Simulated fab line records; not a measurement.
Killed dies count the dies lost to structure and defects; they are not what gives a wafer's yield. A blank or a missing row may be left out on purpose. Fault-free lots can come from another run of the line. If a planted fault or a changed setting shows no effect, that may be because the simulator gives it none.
2 desks looking at one fault -- flow rit-cmos -- each desk holds nothing but its own numbers, with what lay behind them at the end

TOOL OWNER'S DESK, implanter-01
The tool's own readings at RIT_PSD_IMPLANT_08: means of the sampled wafers that have a number, for each lot that ran on this tool. If a lot's mean is further than 4 standard deviations from the usual mean, the lot is out of limits and carries the mark OUT (the distance appears in the brackets).
Columns: A = dose-ions-cm2 at RIT_PSD_IMPLANT_08, usual 4.999e+15; B = faraday-current-uA at RIT_PSD_IMPLANT_08, usual 12011
lot,first seen here,A,B
L544,day 3 07:21,5.007e+15,10983
L545,day 3 10:11,5.006e+15,10965
L547,day 3 21:04,4.995e+15,11018
L548,day 3 23:31,5.000e+15,10785
L549,day 4 05:59,4.990e+15,10814
L550,day 4 09:27,5.007e+15,10967
L551,day 4 14:31,2.136e+15 (-99 or more) OUT,6708 (-4.4) OUT
L553,day 5 04:38,2.132e+15 (-99 or more) OUT,6631 (-4.5) OUT
L555,day 5 16:03,2.134e+15 (-99 or more) OUT,6536 (-4.6) OUT
Finding of this desk: L551, L553, L555 out of limits; the first was L551 at day 4 14:31, on dose-ions-cm2 at RIT_PSD_IMPLANT_08. In limits: L544, L545, L547, L548, L549, L550.

AT THE METROLOGY DESK
What the gauges read for every lot (on any tool): the sampled wafers with a number, averaged. If a lot's mean is further than 4 standard deviations from the usual mean, the lot is out of limits and carries the mark OUT (the distance appears in the brackets).
Columns: A = PSD_TW at RIT_PSD_TW_MEAS_10, usual 3416; B = PSD_RS at RIT_SDANNEAL_RS_MEAS_04, usual 115.9 ohm/sq
lot,first seen here,A,B
L544,day 3 07:40,3420,115.6
L545,day 3 10:31,3429,115.7
L546,day 3 13:31,3417,116.0
L547,day 3 21:24,3438,115.9
L548,day 3 23:49,3400,116.0
L549,day 4 06:17,3408,116.2
L550,day 4 09:46,3434,116.1
L551,day 4 14:49,3064 (-25) OUT,127.8 (+37) OUT
L553,day 5 04:58,3066 (-25) OUT,128.7 (+40) OUT
L555,day 5 16:23,3062 (-25) OUT,128.7 (+40) OUT
L561,day 6 20:22,3416,115.6
L562,day 7 00:18,3392,115.7
L564,day 7 12:26,3427,115.8
L566,day 7 19:09,3402,116.3
This desk's result: L551, L553, L555 out of limits, first on L551 (PSD_TW at RIT_PSD_TW_MEAS_10), day 4 14:49. In limits: L544, L545, L546, L547, L548, L549, L550, L561, L562, L564, L566.

TAKEN TOGETHER
An alarm could have come from the tool owner's desk at day 4 14:31, on L551, L553, L555.
Metrology desk: alarm possible at day 4 14:49 on L551, L553, L555.
All the named lots went through RIT_PSD_IMPLANT_08 on implanter-01.

WHAT THE SIMULATOR HAD PUT IN
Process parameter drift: implanter-01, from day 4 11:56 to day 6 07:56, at RIT_PSD_IMPLANT_08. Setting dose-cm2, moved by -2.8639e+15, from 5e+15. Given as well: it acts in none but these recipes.
Lots struck among those shown: L551, L553, L555.
Time in hours from fault onset to the first out-of-limits reading at each desk: tool owner's desk 3, metrology desk 3.
